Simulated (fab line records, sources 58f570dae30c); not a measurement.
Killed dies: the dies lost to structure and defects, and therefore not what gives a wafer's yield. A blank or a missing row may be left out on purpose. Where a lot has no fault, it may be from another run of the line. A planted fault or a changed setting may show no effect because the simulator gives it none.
The tool behind it: which one? || flow berkeleyCmos170 || 42 wafers from 14 lots sampled at 7 of the route's 331 steps

WHAT EACH GAUGE READ, for each wafer
UCB170_SACOX_THK_MEAS_02.
{"lot": "L770", "measured": "day 6 12:08", "on": "filmMetro-01", "SACOX_OXIDE_THK (nm)": "14.0 13.7 14.1"}
{"lot": "L769", "measured": "day 6 12:09", "on": "filmMetro-04", "SACOX_OXIDE_THK (nm)": "14.0 14.4 14.0"}
{"lot": "L772", "measured": "day 6 21:19", "on": "filmMetro-01", "SACOX_OXIDE_THK (nm)": "13.8 14.0 14.1"}
{"lot": "L771", "measured": "day 6 21:19", "on": "filmMetro-03", "SACOX_OXIDE_THK (nm)": "14.1 13.8 14.0"}
{"lot": "L773", "measured": "day 6 21:22", "on": "filmMetro-04", "SACOX_OXIDE_THK (nm)": "14.3 14.3 14.2"}
{"lot": "L774", "measured": "day 7 06:04", "on": "filmMetro-03", "SACOX_OXIDE_THK (nm)": "14.1 14.3 14.6"}
{"lot": "L775", "measured": "day 7 17:04", "on": "filmMetro-01", "SACOX_OXIDE_THK (nm)": "14.7 14.3 14.2"}
{"lot": "L776", "measured": "day 7 17:05", "on": "filmMetro-03", "SACOX_OXIDE_THK (nm)": "14.4 14.4 14.4"}
{"lot": "L779", "measured": "day 8 17:29", "on": "filmMetro-03", "SACOX_OXIDE_THK (nm)": "14.8 15.0 14.8"}
{"lot": "L780", "measured": "day 8 17:32", "on": "filmMetro-03", "SACOX_OXIDE_THK (nm)": "14.0 14.0 14.0"}
{"lot": "L778", "measured": "day 8 17:33", "on": "filmMetro-04", "SACOX_OXIDE_THK (nm)": "14.4 14.2 14.5"}
{"lot": "L785", "measured": "day 10 06:31", "on": "filmMetro-03", "SACOX_OXIDE_THK (nm)": "14.7 14.7 14.9"}
{"lot": "L786", "measured": "day 10 06:35", "on": "filmMetro-03", "SACOX_OXIDE_THK (nm)": "14.5 14.5 14.6"}
{"lot": "L788", "measured": "day 10 12:41", "on": "filmMetro-01", "SACOX_OXIDE_THK (nm)": "14.0 14.1 14.2"}

UCB170_PSD_TW_MEAS_10.
{"lot": "L770", "measured": "day 8 08:19", "on": "filmMetro-02", "PSD_TW": "2315 2319 2313"}
{"lot": "L769", "measured": "day 8 08:06", "on": "filmMetro-01", "PSD_TW": "2308 2311 2323"}
{"lot": "L772", "measured": "day 9 00:50", "on": "filmMetro-03", "PSD_TW": "2287 2292 2283"}
{"lot": "L771", "measured": "day 9 00:58", "on": "filmMetro-03", "PSD_TW": "2276 2291 2295"}
{"lot": "L773", "measured": "day 9 01:28", "on": "filmMetro-03", "PSD_TW": "2300 2280 2300"}
{"lot": "L774", "measured": "day 9 01:33", "on": "filmMetro-02", "PSD_TW": "2307 2314 2326"}
{"lot": "L775", "measured": "day 9 21:30", "on": "filmMetro-02", "PSD_TW": "2312 2321 2328"}
{"lot": "L776", "measured": "day 9 21:17", "on": "filmMetro-01", "PSD_TW": "2300 2301 2311"}
{"lot": "L779", "measured": "day 10 17:52", "on": "filmMetro-03", "PSD_TW": "2289 2285 2286"}
{"lot": "L780", "measured": "day 10 18:05", "on": "filmMetro-01", "PSD_TW": "2309 2310 2321"}
{"lot": "L778", "measured": "day 10 17:23", "on": "filmMetro-01", "PSD_TW": "2316 2305 2311"}
{"lot": "L785", "measured": "day 12 04:33", "on": "filmMetro-01", "PSD_TW": "2211 2210 2214"}
{"lot": "L786", "measured": "day 12 04:15", "on": "filmMetro-02", "PSD_TW": "2306 2291 2302"}
{"lot": "L788", "measured": "day 12 08:43", "on": "filmMetro-02", "PSD_TW": "2200 2198 2200"}

UCB170_SDANNEAL_RS_MEAS_02: a four-point-probe measurement.
{"lot": "L770", "measured": "day 8 11:14", "on": "filmMetro-01", "PSD_RS (ohm/sq)": "75.6 75.7 76.0"}
{"lot": "L769", "measured": "day 8 10:49", "on": "filmMetro-02", "PSD_RS (ohm/sq)": "75.3 75.6 75.8"}
{"lot": "L772", "measured": "day 9 07:17", "on": "filmMetro-01", "PSD_RS (ohm/sq)": "75.1 75.6 75.4"}
{"lot": "L771", "measured": "day 9 08:18", "on": "filmMetro-01", "PSD_RS (ohm/sq)": "75.5 75.6 75.6"}
{"lot": "L773", "measured": "day 9 08:28", "on": "filmMetro-03", "PSD_RS (ohm/sq)": "75.2 75.2 75.2"}
{"lot": "L774", "measured": "day 9 07:52", "on": "filmMetro-03", "PSD_RS (ohm/sq)": "75.5 75.5 75.7"}
{"lot": "L775", "measured": "day 10 04:28", "on": "filmMetro-03", "PSD_RS (ohm/sq)": "75.9 75.5 75.5"}
{"lot": "L776", "measured": "day 10 04:31", "on": "filmMetro-02", "PSD_RS (ohm/sq)": "76.1 75.9 76.1"}
{"lot": "L779", "measured": "day 10 23:04", "on": "filmMetro-01", "PSD_RS (ohm/sq)": "74.8 75.0 75.2"}
{"lot": "L780", "measured": "day 10 22:54", "on": "filmMetro-02", "PSD_RS (ohm/sq)": "76.2 75.7 76.0"}
{"lot": "L778", "measured": "day 10 22:33", "on": "filmMetro-03", "PSD_RS (ohm/sq)": "75.4 75.6 75.7"}
{"lot": "L785", "measured": "day 12 11:05", "on": "filmMetro-03", "PSD_RS (ohm/sq)": "78.0 77.8 77.7"}
{"lot": "L786", "measured": "day 12 10:37", "on": "filmMetro-03", "PSD_RS (ohm/sq)": "75.4 76.0 75.7"}
{"lot": "L788", "measured": "day 12 12:23", "on": "filmMetro-01", "PSD_RS (ohm/sq)": "77.7 77.8 77.9"}

UCB170_V2_BOW_MEAS_03.
{"lot": "L770", "measured": "day 9 04:58", "on": "filmMetro-03", "V2_BOW (um)": "40 21 29"}
{"lot": "L769", "measured": "day 9 01:57", "on": "filmMetro-04", "V2_BOW (um)": "27 29 49"}
{"lot": "L772", "measured": "day 9 21:29", "on": "filmMetro-03", "V2_BOW (um)": "35 41 34"}
{"lot": "L771", "measured": "day 10 07:05", "on": "filmMetro-04", "V2_BOW (um)": "52 25 35"}
{"lot": "L773", "measured": "day 10 07:49", "on": "filmMetro-03", "V2_BOW (um)": "49 46 37"}
{"lot": "L774", "measured": "day 10 03:49", "on": "filmMetro-03", "V2_BOW (um)": "44 40 32"}
{"lot": "L775", "measured": "day 10 21:37", "on": "filmMetro-03", "V2_BOW (um)": "47 32 40"}
{"lot": "L776", "measured": "day 11 00:31", "on": "filmMetro-01", "V2_BOW (um)": "41 34 38"}
{"lot": "L779", "measured": "day 11 19:55", "on": "filmMetro-04", "V2_BOW (um)": "32 36 36"}
{"lot": "L780", "measured": "day 11 14:33", "on": "filmMetro-03", "V2_BOW (um)": "27 38 39"}
{"lot": "L778", "measured": "day 11 12:44", "on": "filmMetro-01", "V2_BOW (um)": "36 34 37"}
{"lot": "L785", "measured": "day 13 07:29", "on": "filmMetro-04", "V2_BOW (um)": "20 34 32"}
{"lot": "L786", "measured": "day 13 01:07", "on": "filmMetro-01", "V2_BOW (um)": "39 34 48"}
{"lot": "L788", "measured": "day 13 08:11", "on": "filmMetro-04", "V2_BOW (um)": "37 36 42"}

TOOL THAT RAN EACH LOT (tool first, then ch and the chambers of the sampled wafers, then the start)
{"lot": "L770", "UCB170_PSD_IMPLANT_08": "implanter-03 ch 0, day 8 08:04", "UCB170_PSD_STRIP_09": "plasmaAsher-01 ch 0, day 8 08:13", "UCB170_V2_CMP_02": "cmp-01 ch 0,1,2, day 9 04:40"}
{"lot": "L769", "UCB170_PSD_IMPLANT_08": "implanter-01 ch 0, day 8 07:53", "UCB170_PSD_STRIP_09": "plasmaAsher-02 ch 0,1, day 8 08:01", "UCB170_V2_CMP_02": "cmp-02 ch 0,2, day 9 01:40"}
{"lot": "L772", "UCB170_PSD_IMPLANT_08": "implanter-03 ch 0, day 9 00:35", "UCB170_PSD_STRIP_09": "plasmaAsher-01 ch 0,1, day 9 00:44", "UCB170_V2_CMP_02": "cmp-02 ch 0,2,3, day 9 21:14"}
{"lot": "L771", "UCB170_PSD_IMPLANT_08": "implanter-01 ch 0, day 9 00:44", "UCB170_PSD_STRIP_09": "plasmaAsher-02 ch 0,1, day 9 00:51", "UCB170_V2_CMP_02": "cmp-02 ch 1,2, day 10 06:46"}
{"lot": "L773", "UCB170_PSD_IMPLANT_08": "implanter-02 ch 0, day 9 01:16", "UCB170_PSD_STRIP_09": "plasmaAsher-02 ch 0,1, day 9 01:22", "UCB170_V2_CMP_02": "cmp-01 ch 1,2, day 10 07:27"}
{"lot": "L774", "UCB170_PSD_IMPLANT_08": "implanter-03 ch 0, day 9 01:18", "UCB170_PSD_STRIP_09": "plasmaAsher-04 ch 1, day 9 01:27", "UCB170_V2_CMP_02": "cmp-01 ch 0,1,2, day 10 03:37"}
{"lot": "L775", "UCB170_PSD_IMPLANT_08": "implanter-03 ch 0, day 9 21:15", "UCB170_PSD_STRIP_09": "plasmaAsher-04 ch 0,1, day 9 21:24", "UCB170_V2_CMP_02": "cmp-02 ch 0,2,3, day 10 21:19"}
{"lot": "L776", "UCB170_PSD_IMPLANT_08": "implanter-02 ch 0, day 9 21:04", "UCB170_PSD_STRIP_09": "plasmaAsher-02 ch 0,1, day 9 21:11", "UCB170_V2_CMP_02": "cmp-01 ch 1,2, day 11 00:11"}
{"lot": "L779", "UCB170_PSD_IMPLANT_08": "implanter-02 ch 0, day 10 17:39", "UCB170_PSD_STRIP_09": "plasmaAsher-04 ch 0,1, day 10 17:47", "UCB170_V2_CMP_02": "cmp-02 ch 0,1, day 11 19:34"}
{"lot": "L780", "UCB170_PSD_IMPLANT_08": "implanter-01 ch 0, day 10 17:50", "UCB170_PSD_STRIP_09": "plasmaAsher-01 ch 1, day 10 17:59", "UCB170_V2_CMP_02": "cmp-01 ch 0,2,3, day 11 14:21"}
{"lot": "L778", "UCB170_PSD_IMPLANT_08": "implanter-01 ch 0, day 10 17:10", "UCB170_PSD_STRIP_09": "plasmaAsher-04 ch 0,1, day 10 17:18", "UCB170_V2_CMP_02": "cmp-02 ch 0,3, day 11 12:26"}
{"lot": "L785", "UCB170_PSD_IMPLANT_08": "implanter-02 ch 0, day 12 04:18", "UCB170_PSD_STRIP_09": "plasmaAsher-01 ch 0,1, day 12 04:27", "UCB170_V2_CMP_02": "cmp-01 ch 0,3, day 13 07:11"}
{"lot": "L786", "UCB170_PSD_IMPLANT_08": "implanter-02 ch 0, day 12 04:00", "UCB170_PSD_STRIP_09": "plasmaAsher-01 ch 0,1, day 12 04:09", "UCB170_V2_CMP_02": "cmp-02 ch 0,1,2, day 13 00:49"}
{"lot": "L788", "UCB170_PSD_IMPLANT_08": "implanter-02 ch 0, day 12 08:28", "UCB170_PSD_STRIP_09": "plasmaAsher-01 ch 0,1, day 12 08:37", "UCB170_V2_CMP_02": "cmp-01 ch 0,3, day 13 07:56"}
- UCB170_PSD_IMPLANT_08
- UCB170_PSD_STRIP_09: strips in O2.
- UCB170_V2_CMP_02: polishes SiO2.

WHAT THE TOOLS THEMSELVES READ (means of the sampled wafers that have a number; where no wafer has one, the mark that the record gives instead)
UCB170_PSD_IMPLANT_08.
{"lot": "L770", "tool": "implanter-03", "beamEnergyKeV": 19.998}
{"lot": "L769", "tool": "implanter-01", "beamEnergyKeV": 19.999}
{"lot": "L772", "tool": "implanter-03", "beamEnergyKeV": 20.007}
{"lot": "L771", "tool": "implanter-01", "beamEnergyKeV": 19.999}
{"lot": "L773", "tool": "implanter-02", "beamEnergyKeV": 20.002}
{"lot": "L774", "tool": "implanter-03", "beamEnergyKeV": 19.999}
{"lot": "L775", "tool": "implanter-03", "beamEnergyKeV": 20.005}
{"lot": "L776", "tool": "implanter-02", "beamEnergyKeV": 19.994}
{"lot": "L779", "tool": "implanter-02", "beamEnergyKeV": 19.997}
{"lot": "L780", "tool": "implanter-01", "beamEnergyKeV": 19.999}
{"lot": "L778", "tool": "implanter-01", "beamEnergyKeV": 19.996}
{"lot": "L785", "tool": "implanter-02", "beamEnergyKeV": 16.394}
{"lot": "L786", "tool": "implanter-02", "beamEnergyKeV": 19.998}
{"lot": "L788", "tool": "implanter-02", "beamEnergyKeV": 16.396}

UCB170_PSD_STRIP_09.
{"lot": "L770", "tool": "plasmaAsher-01", "drypumpMotorCurrentA (A)": 5.8, "oesProductAu (a.u.)": 0.603, "stripTimeToEndpointS (s)": 29.46}
{"lot": "L769", "tool": "plasmaAsher-02", "drypumpMotorCurrentA (A)": 5.5, "oesProductAu (a.u.)": 0.598, "stripTimeToEndpointS (s)": 29.37}
{"lot": "L772", "tool": "plasmaAsher-01", "drypumpMotorCurrentA (A)": 6.0, "oesProductAu (a.u.)": 0.602, "stripTimeToEndpointS (s)": 29.43}
{"lot": "L771", "tool": "plasmaAsher-02", "drypumpMotorCurrentA (A)": 6.0, "oesProductAu (a.u.)": 0.602, "stripTimeToEndpointS (s)": 29.37}
{"lot": "L773", "tool": "plasmaAsher-02", "drypumpMotorCurrentA (A)": 5.5, "oesProductAu (a.u.)": 0.599, "stripTimeToEndpointS (s)": 29.42}
{"lot": "L774", "tool": "plasmaAsher-04", "drypumpMotorCurrentA (A)": 5.4, "oesProductAu (a.u.)": 0.602, "stripTimeToEndpointS (s)": 29.32}
{"lot": "L775", "tool": "plasmaAsher-04", "drypumpMotorCurrentA (A)": 5.6, "oesProductAu (a.u.)": 0.604, "stripTimeToEndpointS (s)": 29.33}
{"lot": "L776", "tool": "plasmaAsher-02", "drypumpMotorCurrentA (A)": 6.0, "oesProductAu (a.u.)": 0.600, "stripTimeToEndpointS (s)": 29.27}
{"lot": "L779", "tool": "plasmaAsher-04", "drypumpMotorCurrentA (A)": 5.6, "oesProductAu (a.u.)": 0.596, "stripTimeToEndpointS (s)": 29.35}
{"lot": "L780", "tool": "plasmaAsher-01", "drypumpMotorCurrentA (A)": 6.2, "oesProductAu (a.u.)": 0.600, "stripTimeToEndpointS (s)": 29.31}
{"lot": "L778", "tool": "plasmaAsher-04", "drypumpMotorCurrentA (A)": 5.6, "oesProductAu (a.u.)": 0.602, "stripTimeToEndpointS (s)": 29.31}
{"lot": "L785", "tool": "plasmaAsher-01", "drypumpMotorCurrentA (A)": 6.0, "oesProductAu (a.u.)": 0.617, "stripTimeToEndpointS (s)": 27.78}
{"lot": "L786", "tool": "plasmaAsher-01", "drypumpMotorCurrentA (A)": 5.9, "oesProductAu (a.u.)": 0.602, "stripTimeToEndpointS (s)": 29.34}
{"lot": "L788", "tool": "plasmaAsher-01", "drypumpMotorCurrentA (A)": 5.9, "oesProductAu (a.u.)": 0.625, "stripTimeToEndpointS (s)": 27.77}

UCB170_V2_CMP_02.
{"lot": "L770", "tool": "cmp-01", "motorCurrentA (A)": 16.5, "slurryFilterDpKPa (kPa)": 13.58}
{"lot": "L769", "tool": "cmp-02", "motorCurrentA (A)": 13.0, "slurryFilterDpKPa (kPa)": 13.33}
{"lot": "L772", "tool": "cmp-02", "motorCurrentA (A)": 14.9, "slurryFilterDpKPa (kPa)": 13.54}
{"lot": "L771", "tool": "cmp-02", "motorCurrentA (A)": 17.4, "slurryFilterDpKPa (kPa)": 13.41}
{"lot": "L773", "tool": "cmp-01", "motorCurrentA (A)": 17.1, "slurryFilterDpKPa (kPa)": 13.46}
{"lot": "L774", "tool": "cmp-01", "motorCurrentA (A)": 17.1, "slurryFilterDpKPa (kPa)": 13.45}
{"lot": "L775", "tool": "cmp-02", "motorCurrentA (A)": 14.5, "slurryFilterDpKPa (kPa)": 13.70}
{"lot": "L776", "tool": "cmp-01", "motorCurrentA (A)": 17.0, "slurryFilterDpKPa (kPa)": 13.39}
{"lot": "L779", "tool": "cmp-02", "motorCurrentA (A)": 16.1, "slurryFilterDpKPa (kPa)": 13.54}
{"lot": "L780", "tool": "cmp-01", "motorCurrentA (A)": 17.1, "slurryFilterDpKPa (kPa)": 13.67}
{"lot": "L778", "tool": "cmp-02", "motorCurrentA (A)": 15.2, "slurryFilterDpKPa (kPa)": 13.42}
{"lot": "L785", "tool": "cmp-01", "motorCurrentA (A)": 16.4, "slurryFilterDpKPa (kPa)": 13.41}
{"lot": "L786", "tool": "cmp-02", "motorCurrentA (A)": 15.1, "slurryFilterDpKPa (kPa)": 13.51}
{"lot": "L788", "tool": "cmp-01", "motorCurrentA (A)": 16.2, "slurryFilterDpKPa (kPa)": 13.62}

THE ANSWER, worked out from the rows above alone
Rule: usual is defined by the lots themselves. Put in order of their means at a reading, lots are off if they are a third of the lots or fewer, leave a main group of 4 or more, and stand apart from it by a gap of 3 or more times the standard deviation of the main group's means; of several such gaps the widest counts. Not used: any main group whose means are identical at the precision the tables above print for the reading. A lot without any number at a reading at which 4 lots or more have one is off too. Any other lot the step has rows for is counted as sound. The gauges are gone through in route order, then the tools' own readings, and for those a lot's mean is taken as printed above. The first step at which some lot is off is used, and at that step the reading that is off furthest; a lot without a number counts as furthest.
Off: L785, L788, seen at UCB170_PSD_TW_MEAS_10 (PSD_TW). Main group: mean 2304, sd 12.
A tool fits if, at a process step before that reading, it ran every lot that is off, and no sound lot after the first of them. Not tried: the gauges at UCB170_PSD_TW_MEAS_10; whatever is off there is also off at UCB170_PSD_IMPLANT_08, on other tools, and gauge error can't account for it. 2 tools fit, implanter-02 at UCB170_PSD_IMPLANT_08 and plasmaAsher-01 at UCB170_PSD_STRIP_09, so this cannot tell which one it is.

WHAT THE SIMULATOR HAD INSERTED
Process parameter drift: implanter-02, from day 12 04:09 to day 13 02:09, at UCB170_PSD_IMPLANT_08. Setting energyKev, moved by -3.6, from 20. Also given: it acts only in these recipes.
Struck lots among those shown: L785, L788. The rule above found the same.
